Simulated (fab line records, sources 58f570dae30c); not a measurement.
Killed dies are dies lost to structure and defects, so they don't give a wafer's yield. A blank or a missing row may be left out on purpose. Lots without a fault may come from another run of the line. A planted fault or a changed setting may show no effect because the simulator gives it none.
Tool commonality check | flow berkeley_cmos170 | 13 lots, 39 wafers sampled

WHY IT WAS OPENED
At UCB170_SILICIDE_RS_MEAS_02 the reading SILICIDE_TI_RS is flagged on 2 of 13 lots. Wafers without a fault read 26.2 ohm/sq, standard deviation 0.34.
Rule: a lot is flagged when every wafer of it that has a number lies more than 4 standard deviations from that mean, or none has a number. The other lots count as sound.

lot  | measured     | on            | SILICIDE_TI_RS (ohm/sq), wafer by wafer | flag
L299 | day 7 16:07  | film_metro-04 | 26.5 26.1 26.3                          |
L302 | day 8 06:28  | film_metro-04 | 25.8 26.1 26.5                          |
L300 | day 8 06:57  | film_metro-04 | 26.7 26.2 26.2                          |
L301 | day 8 07:14  | film_metro-03 | 25.8 26.0 25.9                          |
L303 | day 8 20:29  | film_metro-04 | 26.1 26.2 26.3                          |
L304 | day 8 20:48  | film_metro-04 | 26.2 27.0 26.5                          |
L305 | day 9 08:05  | film_metro-04 | 26.6 26.3 26.2                          |
L309 | day 9 23:31  | film_metro-03 | 34.1 34.8 34.1                          | FLAGGED
L313 | day 11 04:35 | film_metro-04 | 34.1 34.0 33.6                          | FLAGGED
L318 | day 12 03:19 | film_metro-04 | 26.4 26.1 26.1                          |
L319 | day 12 16:27 | film_metro-02 | 25.6 26.6 26.0                          |
L322 | day 13 05:52 | film_metro-02 | 26.4 26.4 26.1                          |
L321 | day 13 06:34 | film_metro-04 | 26.5 25.4 26.1                          |
The numbers of the flagged lots are 34.1 ohm/sq on average: +7.9 ohm/sq against the usual, or +23 standard deviations.

WHICH TOOL RAN EACH LOT
The record holds 1 process step before the reading, out of a route of 331 steps. In each cell: the tool, then ch and the chambers that the sampled wafers went through, then the start.
lot  | flag    | UCB170_SILICIDE_SPUTTER_01
L299 |         | pvd_sputter-03, day 7 16:05
L302 |         | pvd_sputter-02, day 8 06:26
L300 |         | pvd_sputter-01, day 8 06:55
L301 |         | pvd_sputter-03, day 8 07:09
L303 |         | pvd_sputter-01, day 8 20:27
L304 |         | pvd_sputter-02, day 8 20:45
L305 |         | pvd_sputter-01, day 9 08:02
L309 | FLAGGED | pvd_sputter-02, day 9 23:28
L313 | FLAGGED | pvd_sputter-02, day 11 04:33
L318 |         | pvd_sputter-01, day 12 03:17
L319 |         | pvd_sputter-03, day 12 16:25
L322 |         | pvd_sputter-01, day 13 05:47
L321 |         | pvd_sputter-03, day 13 06:31
What these steps do:
- UCB170_SILICIDE_SPUTTER_01: material Ti, target thk 30 nm, time 25 s.
- UCB170_SILICIDE_RS_MEAS_02: measures by four-point-probe.

FLAGGED OVER TOTAL, TOOL BY TOOL (the gauges that took the reading come last)
step                       | tool           | lots run | flagged | share of the flagged lots | sound lots run after its first flagged lot
UCB170_SILICIDE_SPUTTER_01 | pvd_sputter-01 | 5        | 0       | none                      | -
UCB170_SILICIDE_SPUTTER_01 | pvd_sputter-02 | 4        | 2       | all                       | 0
UCB170_SILICIDE_SPUTTER_01 | pvd_sputter-03 | 4        | 0       | none                      | -
UCB170_SILICIDE_RS_MEAS_02 | film_metro-02  | 2        | 0       | none                      | -
UCB170_SILICIDE_RS_MEAS_02 | film_metro-03  | 2        | 1       | some                      | 0
UCB170_SILICIDE_RS_MEAS_02 | film_metro-04  | 9        | 1       | some                      | 2 (L318,L321)

WHAT THE TABLE ALLOWS
1 row of the table ran every flagged lot: pvd_sputter-02 at UCB170_SILICIDE_SPUTTER_01.
- pvd_sputter-02 at UCB170_SILICIDE_SPUTTER_01: 2 of its 4 lots flagged. Its last sound lot is L304 (day 8 20:45), its first flagged lot L309 (day 9 23:28): a fault that began between those two fits.
One tool is left: pvd_sputter-02 at UCB170_SILICIDE_SPUTTER_01.

WHAT THE SIMULATOR HAD PUT IN
Process parameter drift: pvd_sputter-02, from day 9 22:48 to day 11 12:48, at UCB170_SILICIDE_SPUTTER_01. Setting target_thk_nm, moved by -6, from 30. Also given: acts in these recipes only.
Lots struck among those shown: L309, L313. The rule above found the same.
